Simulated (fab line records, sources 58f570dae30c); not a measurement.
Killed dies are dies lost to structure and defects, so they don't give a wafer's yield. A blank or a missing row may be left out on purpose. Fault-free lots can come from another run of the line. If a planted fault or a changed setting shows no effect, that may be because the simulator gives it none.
fab line records | flow berkeley-cmos170
record lots=6 | wafers=18 | last-day=12
route steps=331 shown PWELL@53 WELLDRIVE@55 ACTIVE@60
lots that met no fault: taken from a fault-free run of the same line
start-h: hours from the record's first day to the start of the lot's first wafer shown | wait-h: hours from the lot's prior step to this one | " repeats the value in the row above | L1.1+2: a single row standing in for several wafers | - either no value or no given start | * or withheld: withheld | < > ~ a bound
route shown NAME@n: names a module that has steps shown in the file, with the first one's number in the route | usual: average and standard deviation across the fault-free wafers | same: alike in all rows | chamber/n: place in a boat | sites: each site's reading | _std_site: standard deviation across them | _edge_site: inner sites' mean taken away from outer sites' mean | radius-mm: for every site, how far away it sits from the centre of the wafer | mask NAME#n: copy n | behind: the most recent tool/chamber to have shaped the wafer | hold: the reason the lot was held/the length of the hold in hours/how it ended | device: which transistor (n, p or np) failed to switch | end of line: the same wafers' tests at the end of the route | where a step has no rows: the recipe by itself | killed: count of dies lost to structure and defects at first sort (not the wafer's yield) | map: a wafer's dies, x killed, . not, _ none there
set.NAME: the setting the step ran with; set.NAME@STEP: the setting that earlier step ran with | model.NAME: the simulator's own value behind a step, which no gauge read
lots seen at some steps along the route; tables by step, rows by wafer
services: a tool's chamber out of use, with start hour (start-h, from the record's first day; less than 0 if before it), hours out, and reason
## steps
# step UCB170_PWELL_WET_ETCH_19
# recipe chemistry=H3PO4 | target=Si3N4 | temp-c=160 | time-s=14400
# step UCB170_PWELL_WET_ETCH_20
# recipe chemistry=BOE | dilution=5:1 | target=SiO2 | temp-c=25 | time-s=22
# step UCB170_WELLDRIVE_CLEAN_00
# recipe chemistry=SPM | temp-c=120 | time-s=600
# step UCB170_WELLDRIVE_OXIDATION_01
# recipe temp-c=1100 | ambient=O2 | target-thk-a=1990 | ox-time-s=9000
# step UCB170_WELLDRIVE_THK_MEAS_02
# recipe reads=SiO2_of_WELLDRIVE_OXIDATION_01
# usual WELLDRIVE_OXIDE_THK=197/4.3
lot.wafer | tool          | chamber | start-h | wait-h | WELLDRIVE_OXIDE_THK[nm]
L239.2    | film-metro-02 | -       | 78.50   | 0.0    | 194
L239.4    | "             | -       | "       | "      | 192
L239.6    | "             | -       | "       | "      | 189
L242.3    | film-metro-02 | -       | 104.36  | 0.0    | 198
L242.4    | "             | -       | "       | "      | 197
L242.5    | "             | -       | "       | "      | 195
L248.1    | film-metro-01 | -       | 127.29  | 0.0    | 194
L248.5    | "             | -       | "       | "      | 194
L248.6    | "             | -       | "       | "      | 192
L249.4    | film-metro-03 | -       | 127.32  | 0.0    | 196
L249.5    | "             | -       | "       | "      | 196
L249.6    | "             | -       | "       | "      | 193
L250.3    | film-metro-01 | -       | 132.07  | 0.0    | 191
L250.4    | "             | -       | "       | "      | 191
L250.6    | "             | -       | "       | "      | 194
L256.2    | film-metro-01 | -       | 167.62  | 0.0    | 189
L256.3    | "             | -       | "       | "      | 188
L256.4    | "             | -       | "       | "      | 193
# step UCB170_WELLDRIVE_ANNEAL_03
# recipe temp-c=1100 | time-s=900 | ambient=N2
# step UCB170_WELLDRIVE_WET_ETCH_04
# recipe chemistry=BOE | dilution=5:1 | target=SiO2 | temp-c=25 | time-s=120
# step UCB170_ACTIVE_CLEAN_00
# recipe chemistry=SPM | temp-c=120 | time-s=600
# step UCB170_ACTIVE_CLEAN_01
# recipe chemistry=dHF | dilution=25:1 | time-s=60
# step UCB170_ACTIVE_OXIDATION_02
# recipe temp-c=1000 | ambient=O2 | target-thk-a=264 | ox-time-s=1260
# step UCB170_ACTIVE_THK_MEAS_03
# recipe reads=SiO2_of_ACTIVE_OXIDATION_02
# usual ACTIVE_OXIDE_THK=26.3/0.52
lot.wafer | tool          | chamber | start-h | wait-h | ACTIVE_OXIDE_THK[nm]
L239.2    | film-metro-03 | -       | 89.53   | 0.0    | 26.1
L239.4    | "             | -       | "       | "      | 25.9
L239.6    | "             | -       | "       | "      | 26.4
L242.3    | film-metro-01 | -       | 111.98  | 0.0    | 26.1
L242.4    | "             | -       | "       | "      | 26.1
L242.5    | "             | -       | "       | "      | 26.3
L248.1    | film-metro-04 | -       | 139.03  | 0.0    | 25.2
L248.5    | "             | -       | "       | "      | 25.6
L248.6    | "             | -       | "       | "      | 25.0
L249.4    | film-metro-01 | -       | 139.06  | 0.0    | 25.9
L249.5    | "             | -       | "       | "      | 25.7
L249.6    | "             | -       | "       | "      | 25.8
L250.3    | film-metro-01 | -       | 143.32  | 0.0    | 26.6
L250.4    | "             | -       | "       | "      | 26.4
L250.6    | "             | -       | "       | "      | 26.1
L256.2    | film-metro-03 | -       | 179.90  | 0.0    | 26.6
L256.3    | "             | -       | "       | "      | 26.5
L256.4    | "             | -       | "       | "      | 26.3
# step UCB170_ACTIVE_ANNEAL_04
# recipe temp-c=1000 | time-s=900 | ambient=N2
# step UCB170_ACTIVE_CVD_05
# recipe material=Si3N4 | target-thk-nm=220 | temp-c=800 | precursor=SiH2Cl2/NH3 | time-s=3300 | pressure-mtorr=200 | sih2cl2-flow-sccm=25 | nh3-flow-sccm=75
lot.wafer  | tool     | chamber | start-h | wait-h
L239.2+4+6 | lpcvd-02 | 1       | 93.24   | 0.8
L242.3+4+5 | lpcvd-01 | 1       | 115.11  | 0.0
L248.1+5+6 | lpcvd-01 | 0       | 141.95  | 0.0
L249.4+5+6 | lpcvd-01 | 1       | 141.95  | 0.0
L249.4+5+6 | lpcvd-02 | 1       | 144.72  | 0.9
L250.3+4+6 | lpcvd-01 | 0       | 148.09  | 0.0
L250.3+4+6 | lpcvd-02 | 0       | 150.55  | 0.5
L256.2+3+4 | lpcvd-02 | 0       | 183.83  | 0.0
# step UCB170_ACTIVE_THK_MEAS_06
# recipe reads=Si3N4_of_ACTIVE_CVD_05
# usual ACTIVE_NITRIDE_THK=220.1/1.8
lot.wafer | tool          | chamber | start-h | wait-h | ACTIVE_NITRIDE_THK[nm]
L239.2    | film-metro-03 | -       | 96.12   | 0.0    | 221.7
L239.4    | "             | -       | "       | "      | 220.0
L239.6    | "             | -       | "       | "      | 216.6
L242.3    | film-metro-04 | -       | 117.10  | 0.1    | 218.4
L242.4    | "             | -       | "       | "      | 220.0
L242.5    | "             | -       | "       | "      | 220.1
L248.1    | film-metro-04 | -       | 143.86  | 0.0    | 218.8
L248.5    | "             | -       | "       | "      | 220.0
L248.6    | "             | -       | "       | "      | 220.6
L249.4    | film-metro-01 | -       | 146.67  | 0.0    | 440.6
L249.5    | "             | -       | "       | "      | 438.4
L249.6    | "             | -       | "       | "      | 437.3
L250.3    | film-metro-03 | -       | 152.48  | 0.0    | 438.6
L250.4    | "             | -       | "       | "      | 438.3
L250.6    | "             | -       | "       | "      | 441.2
L256.2    | film-metro-01 | -       | 186.71  | 0.0    | 217.5
L256.3    | "             | -       | "       | "      | 218.3
L256.4    | "             | -       | "       | "      | 217.3
# step UCB170_ACTIVE_HMDS_07
# recipe prime-time-s=60 | prime-temp-c=100
# step UCB170_ACTIVE_COAT_08
# recipe resist=KrF | spin-rpm=1500 | resist-thk-nm=900
# step UCB170_ACTIVE_SOFTBAKE_09
# recipe resist=KrF | temp-c=130 | time-s=60
# step UCB170_ACTIVE_EXPOSE_10
# recipe mask-id=ACTIVE | target-cd-nm=1200 | na=0.5 | sigma-outer=0.6 | source-shape=conventional | dose-mj=20
# step UCB170_ACTIVE_PEB_11
# recipe peb-temp-c=130 | peb-time-s=withheld | resist=KrF
# step UCB170_ACTIVE_DEVELOP_12
# recipe developer=TMAH | develop-time-s=47.04 | resist=KrF | dev-temp-c=21
# step UCB170_ACTIVE_CD_MEAS_13
# recipe target-cd-nm=1200
# usual cd-nm=1199.7/1.5
lot.wafer | tool      | chamber | start-h | wait-h | cd-nm
L239.2    | cd-sem-01 | -       | 97.36   | -      | 1201.9
L239.4    | "         | -       | "       | "      | 1201.4
L239.6    | "         | -       | "       | "      | 1200.8
L242.3    | cd-sem-01 | -       | 118.46  | -      | 1199.6
L242.4    | "         | -       | "       | "      | 1199.4
L242.5    | "         | -       | "       | "      | 1199.7
L248.1    | cd-sem-01 | -       | 144.76  | -      | 1198.5
L248.5    | "         | -       | "       | "      | 1197.6
L248.6    | "         | -       | "       | "      | 1196.9
L249.4    | cd-sem-02 | -       | 147.74  | -      | 1202.2
L249.5    | "         | -       | "       | "      | 1200.7
L249.6    | "         | -       | "       | "      | 1199.8
L250.3    | cd-sem-02 | -       | 153.45  | -      | 1200.7
L250.4    | "         | -       | "       | "      | 1200.4
L250.6    | "         | -       | "       | "      | 1199.6
L256.2    | cd-sem-02 | -       | 187.75  | -      | 1197.8
L256.3    | "         | -       | "       | "      | 1198.2
L256.4    | "         | -       | "       | "      | 1197.9
# step UCB170_ACTIVE_OVL_MEAS_14
# usual ACTIVE_OVL=1/4.7
lot.wafer | tool       | chamber | start-h | wait-h | ACTIVE_OVL[nm]
L239.2    | overlay-01 | -       | 97.47   | 0.1    | 3
L239.4    | "          | -       | "       | "      | 11
L239.6    | "          | -       | "       | "      | 6
L242.3    | overlay-01 | -       | 118.55  | 0.1    | 7
L242.4    | "          | -       | "       | "      | 1
L242.5    | "          | -       | "       | "      | 6
L248.1    | overlay-01 | -       | 144.88  | 0.1    | -1
L248.5    | "          | -       | "       | "      | 1
L248.6    | "          | -       | "       | "      | 1
L249.4    | overlay-01 | -       | 147.82  | 0.1    | 5
L249.5    | "          | -       | "       | "      | -4
L249.6    | "          | -       | "       | "      | 8
L250.3    | overlay-01 | -       | 153.54  | 0.1    | -2
L250.4    | "          | -       | "       | "      | 7
L250.6    | "          | -       | "       | "      | 4
L256.2    | overlay-02 | -       | 187.85  | 0.1    | 0
L256.3    | "          | -       | "       | "      | 8
L256.4    | "          | -       | "       | "      | 2
# step UCB170_ACTIVE_ETCH_15
# recipe chemistry=CH3F/Ar/O2 | target=Si3N4 | stop-on=SiO2 | CH3F_flow_sccm=20 | Ar_flow_sccm=50 | O2_flow_sccm=7 | pressure-mtorr=50 | rf-w=450 | target-depth-a=2420 | over-etch-frac=0.1 | time-s=151
# usual drypump-motor-current-A=5.7/0.48 | oes-product-au=0.936/0.015 | throttle-valve-pct=8.09/0.16
lot.wafer | tool        | chamber | start-h | wait-h | drypump-motor-current-A | oes-product-au | rf-hours-counter-h | throttle-valve-pct | model.etch.depth-nm
L239.2    | rie-diel-03 | 1       | 97.50   | 0.0    | 5.9                     | 0.942          | 5                  | 7.90               | 221.6
L239.4    | "           | 0       | "       | "      | 5.3                     | 0.930          | 102                | 7.93               | 220.1
L239.6    | "           | 0       | "       | "      | 5.3                     | 0.931          | -                  | 7.92               | 216.7
L242.3    | rie-diel-03 | 2       | 118.57  | 0.0    | 5.2                     | 0.933          | 153                | 8.20               | 218.3
L242.4    | "           | 1       | "       | "      | 5.9                     | 0.933          | 6                  | 7.87               | 219.9
L242.5    | "           | 0       | "       | "      | 5.3                     | 0.932          | -                  | 7.92               | 220.2
L248.1    | rie-diel-03 | 3       | 144.92  | 0.0    | 5.6                     | 0.931          | 102                | 8.11               | 218.7
L248.5    | "           | 3       | "       | "      | 5.6                     | 0.943          | -                  | 8.11               | 219.9
L248.6    | "           | 1       | "       | "      | 5.9                     | 0.945          | -                  | 7.88               | 220.6
L249.4    | rie-diel-04 | 1       | 147.84  | 0.0    | 5.6                     | 0.967          | 133                | 8.28               | 237.1
L249.5    | "           | 2       | "       | "      | 5.9                     | 0.981          | -                  | 8.20               | 243.1
L249.6    | "           | 1       | "       | "      | 5.6                     | 0.973          | -                  | 8.27               | 237.7
L250.3    | rie-diel-04 | 2       | 153.56  | 0.0    | 5.8                     | 0.983          | 65                 | 8.19               | 243
L250.4    | "           | 0       | "       | "      | 5.5                     | 0.990          | 19                 | 8.08               | 239.8
L250.6    | "           | 3       | "       | "      | 5.8                     | 0.984          | -                  | 8.11               | 240.5
L256.2    | rie-diel-04 | 1       | 187.88  | 0.0    | 5.6                     | 0.919          | 135                | 8.26               | 217.3
L256.3    | "           | 0       | "       | "      | 5.6                     | 0.925          | 20                 | 8.08               | 218.2
L256.4    | "           | 2       | "       | "      | 5.8                     | 0.917          | 66                 | 8.17               | 217.2
# step UCB170_ACTIVE_STRIP_16
# recipe chemistry=O2 | power-w=400 | pressure-mtorr=3500 | platen-temp-c=withheld | o2-flow-sccm=400 | overash-fraction=0.5
# usual drypump-motor-current-A=5.9/0.65 | oes-product-au=0.721/0.0043 | strip-time-to-endpoint-s=18.12/0.082
lot.wafer | tool            | chamber | start-h | wait-h | drypump-motor-current-A | oes-product-au | rf-hours-counter-h | strip-time-to-endpoint-s
L239.2    | plasma-asher-03 | 0       | 97.60   | 0.1    | 6.2                     | 0.721          | 33                 | 18.11
L239.4    | "               | 1       | "       | "      | 6.0                     | 0.724          | -                  | 18.03
L239.6    | "               | 1       | "       | "      | 6.0                     | 0.719          | -                  | 18.14
L242.3    | plasma-asher-01 | 0       | 118.71  | 0.1    | 4.9                     | 0.716          | -                  | 18.14
L242.4    | "               | 1       | "       | "      | 6.7                     | 0.716          | -                  | 18.27
L242.5    | "               | 1       | "       | "      | 6.6                     | 0.721          | -                  | 18.15
L248.1    | plasma-asher-01 | 1       | 145.02  | 0.1    | 6.6                     | 0.715          | 46                 | 18.06
L248.5    | "               | 1       | "       | "      | 6.6                     | 0.715          | -                  | 18.05
L248.6    | "               | 0       | "       | "      | 5.0                     | 0.720          | -                  | 18.07
L249.4    | plasma-asher-04 | 1       | 147.97  | 0.1    | 5.6                     | 0.717          | -                  | 18.11
L249.5    | "               | 1       | "       | "      | 5.5                     | 0.721          | -                  | 18.09
L249.6    | "               | 0       | "       | "      | 6.6                     | 0.720          | -                  | 18.10
L250.3    | plasma-asher-03 | 1       | 153.70  | 0.1    | 5.9                     | 0.721          | -                  | 18.07
L250.4    | "               | 0       | "       | "      | 6.3                     | 0.725          | -                  | 18.16
L250.6    | "               | 1       | "       | "      | 6.0                     | 0.716          | -                  | 18.09
L256.2    | plasma-asher-04 | 1       | 187.98  | 0.1    | 5.5                     | 0.720          | 7                  | 18.18
L256.3    | "               | 1       | "       | "      | 5.5                     | 0.725          | -                  | 18.14
L256.4    | "               | 0       | "       | "      | 6.6                     | 0.716          | -                  | 18.13
## services
tool            | chamber | start-h | hours | kind
plasma-asher-03 | -       | 70.11   | 2.8   | pm
rie-diel-04     | 0       | 84.07   | 7.6   | repair
rie-diel-04     | 2       | 95.52   | 4.8   | repair
rie-diel-04     | 1       | 105.22  | 2.9   | repair
plasma-asher-04 | -       | 108.84  | 9.0   | pm
plasma-asher-04 | 0       | 108.84  | 9.0   | vent-cycle
plasma-asher-04 | 1       | 108.84  | 9.0   | vent-cycle
rie-diel-04     | -       | 114.44  | 0.8   | repair
plasma-asher-04 | 0       | 117.84  | -     | clean
plasma-asher-04 | 1       | 117.84  | -     | clean
rie-diel-03     | 3       | 123.13  | 4.3   | repair
lpcvd-02        | -       | 126.22  | 4.3   | pm
rie-diel-04     | 1       | 131.45  | 6.1   | repair
rie-diel-03     | 2       | 141.52  | -     | clean
rie-diel-03     | 2       | 141.52  | 21.5  | scheduled-down
rie-diel-03     | 2       | 141.52  | 21.5  | vent-cycle
rie-diel-03     | 1       | 153.07  | 10.0  | repair
plasma-asher-04 | -       | 153.72  | 8.6   | repair
rie-diel-04     | 3       | 158.59  | 4.3   | repair
## key
first-sign step=UCB170_ACTIVE_CVD_05 | reading=visit | direction=added
effect step=UCB170_ACTIVE_THK_MEAS_06 | reading=ACTIVE_NITRIDE_THK | direction=up | sigmas=99+ | usual=220.1 | struck=439.1
effect step=UCB170_ACTIVE_ETCH_15 | reading=oes-product-au | direction=up | sigmas=3 | usual=0.936 | struck=0.980
model-effect step=UCB170_ACTIVE_ETCH_15 | value=etch.depth-nm | without=218.7 | struck=240.2
met-at UCB170_ACTIVE_CVD_05
struck-wafers L249.4,L249.5,L249.6,L250.3,L250.4,L250.6
later-rows-left-out L249.4,L249.5,L250.3,L250.4,L250.6
sort-left-out L249.4,L249.5,L249.6,L250.3,L250.4,L250.6
tester-left-out L249,L250
fault kind=repeated-step-whole | tool=lpcvd-01,lpcvd-02 | chamber=- | onset-h=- | steps=UCB170_ACTIVE_CVD_05 | times=1 | scope=struck-lots-only
# tester-left-out: of these lots the tester's yield and bins aren't shown, on N5 and GAA mostly nor the transistor test; their killed dies are dies lost to structure and defects alone, not to doping, threshold or leakage, so they don't give the yield
# sort-left-out: the simulated sort isn't trusted on such a fault, so these wafers' sort isn't shown, and their yield isn't known
# later-rows-left-out: the simulator's readings of these wafers behind a module that went badly wrong aren't trusted and aren't shown, but for the sort
